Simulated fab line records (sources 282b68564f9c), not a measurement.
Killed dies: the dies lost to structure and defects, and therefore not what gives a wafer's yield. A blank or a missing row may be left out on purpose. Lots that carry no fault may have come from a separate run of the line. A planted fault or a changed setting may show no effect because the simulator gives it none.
Lot-split experiment    flow ritCmos    5 lots, 23 wafers read, on a route of 202 steps

## THE SPLIT
At RIT_CONTACT_DEVELOP_07 (develop time 120 s), the setting developTimeS was moved away from the recipe's 120 s on 9 of the 23 wafers read, by -11.3% to +14.2%. For the rest of the wafers, this setting stayed at what the recipe calls for.

## FROM THE SPLIT TO THE READING: what the file shows between them, 4 steps
- RIT_CONTACT_CD_MEAS_08: target cd 1000 nm
- RIT_CONTACT_HARDBAKE_10: time 60 s
- RIT_CONTACT_ETCH_11: etches SiO2 in CHF3/CF4/Ar, stops on TiSi2, target depth 480 nm, time 320 s
- RIT_CONTACT_STRIP_12: strips in O2, time 180 s

## THE READING
cdNm (nm) at RIT_CONTACT_CD_MEAS_90, where the cd target is 1000 nm. On this fab line, fault-free wafers typically give 1000.1 nm with a standard deviation of 1.6 nm.

wafer   tool, chamber at the split  developTimeS as run, s  against the recipe  cdNm, nm  against lot-mates on the recipe
L074.2  lithoTrack-04, 0            114.1                   -4.9%               995.4     -3.1
L074.3  lithoTrack-04, 0            120                     recipe              996.8     -
L074.4  lithoTrack-04, 0            120                     recipe              998.4     -
L074.5  lithoTrack-04, 0            114.1                   -4.9%               992.4     -6.1
L074.6  lithoTrack-04, 0            120                     recipe              1000.3    -
L075.1  lithoTrack-04, 0            120                     recipe              1001.3    -
L075.4  lithoTrack-04, 0            120                     recipe              1003.3    -
L075.6  lithoTrack-04, 0            120                     recipe              1003.0    -
L076.1  lithoTrack-04, 0            120                     recipe              998.5     -
L076.2  lithoTrack-04, 0            120                     recipe              1001.1    -
L076.3  lithoTrack-04, 0            120                     recipe              1001.7    -
L076.4  lithoTrack-04, 0            135.8                   +13.2%              1011.7    +11.3
L076.5  lithoTrack-04, 0            135.8                   +13.2%              1012.4    +12.0
L081.1  lithoTrack-01, 0            106.5                   -11.3%              990.3     -9.2
L081.3  lithoTrack-01, 0            106.5                   -11.3%              989.8     -9.8
L081.4  lithoTrack-01, 0            120                     recipe              1000.0    -
L081.5  lithoTrack-01, 0            120                     recipe              999.1     -
L081.6  lithoTrack-01, 0            106.5                   -11.3%              990.8     -8.8
L083.1  lithoTrack-04, 0            137                     +14.2%              1010.7    +10.5
L083.2  lithoTrack-04, 0            137                     +14.2%              1011.2    +11.0
L083.3  lithoTrack-04, 0            120                     recipe              999.9     -
L083.4  lithoTrack-04, 0            120                     recipe              1000.7    -
L083.5  lithoTrack-04, 0            120                     recipe              1000.1    -

THE FIT
A straight line over all 23 wafers: cdNm changes by +0.863 nm for each +1% of developTimeS; r = +0.97; the points scatter about the line by 1.7 nm.
The same after taking each lot's own level away (the mean of its wafers on the recipe; 23 wafers): +0.823 nm for each +1%; r = +0.99; scatter 1.1 nm.
Per that fit: largest developTimeS move, reading shift of 12 nm.
The span of the lots' own levels, 998.50 to 1002.53 nm, comes to 2.5 times the standard deviation stated above.
Hence the lot-to-lot level has little effect on the slope; both slopes agree.
Check: +11.9 nm against its lot-mates is what the line predicts for one of the wafers moved furthest among these (+14.2%) when that wafer is left out of the fit. It came out at +10.5 nm against them.

## OTHER SPLITS APPLIED TO THESE WAFERS
These wafers also went through other splits before the reading. Each is held against what the fit with the lots' levels taken away leaves over:
other split on the same wafers    wafers away from the commonest value  r with cdNm (lot level and that fit taken away)
RIT_GATE_CLEAN_01 timeS           15                                    -0.07
RIT_GATE_CVD_08 timeS             15                                    +0.02
RIT_GATE_DEVELOP_15 developTimeS  7                                     -0.01
RIT_PLDD_IMPLANT_08 energyKev     8                                     -0.14
RIT_SDANNEAL_CLEAN_02 timeS       15                                    +0.18
RIT_SILICIDE_SPUTTER_01 timeS     5                                     +0.27

## THE WHOLE CHAIN: every reading that the file lists as answering this split, in the file's order
step                    what it does                                                                 reading                                                        change (the file's fit)                r (the file's)
RIT_CONTACT_CD_MEAS_08  target cd 1000 nm                                                            cdNm                                                           +0.829 nm for each +1% of the setting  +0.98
RIT_CONTACT_ETCH_11     etches SiO2 in CHF3/CF4/Ar, stops on TiSi2, target depth 480 nm, time 320 s  CONTACT.cdNm (the simulator's own value, which no gauge read)  +0.815 nm for each +1% of the setting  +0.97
RIT_CONTACT_CD_MEAS_90  target cd 1000 nm                                                            cdNm                                                           +0.822 nm for each +1% of the setting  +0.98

## FILE'S OWN FIT
cdNm changes by +0.822 nm for each +1% of developTimeS, r = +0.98.
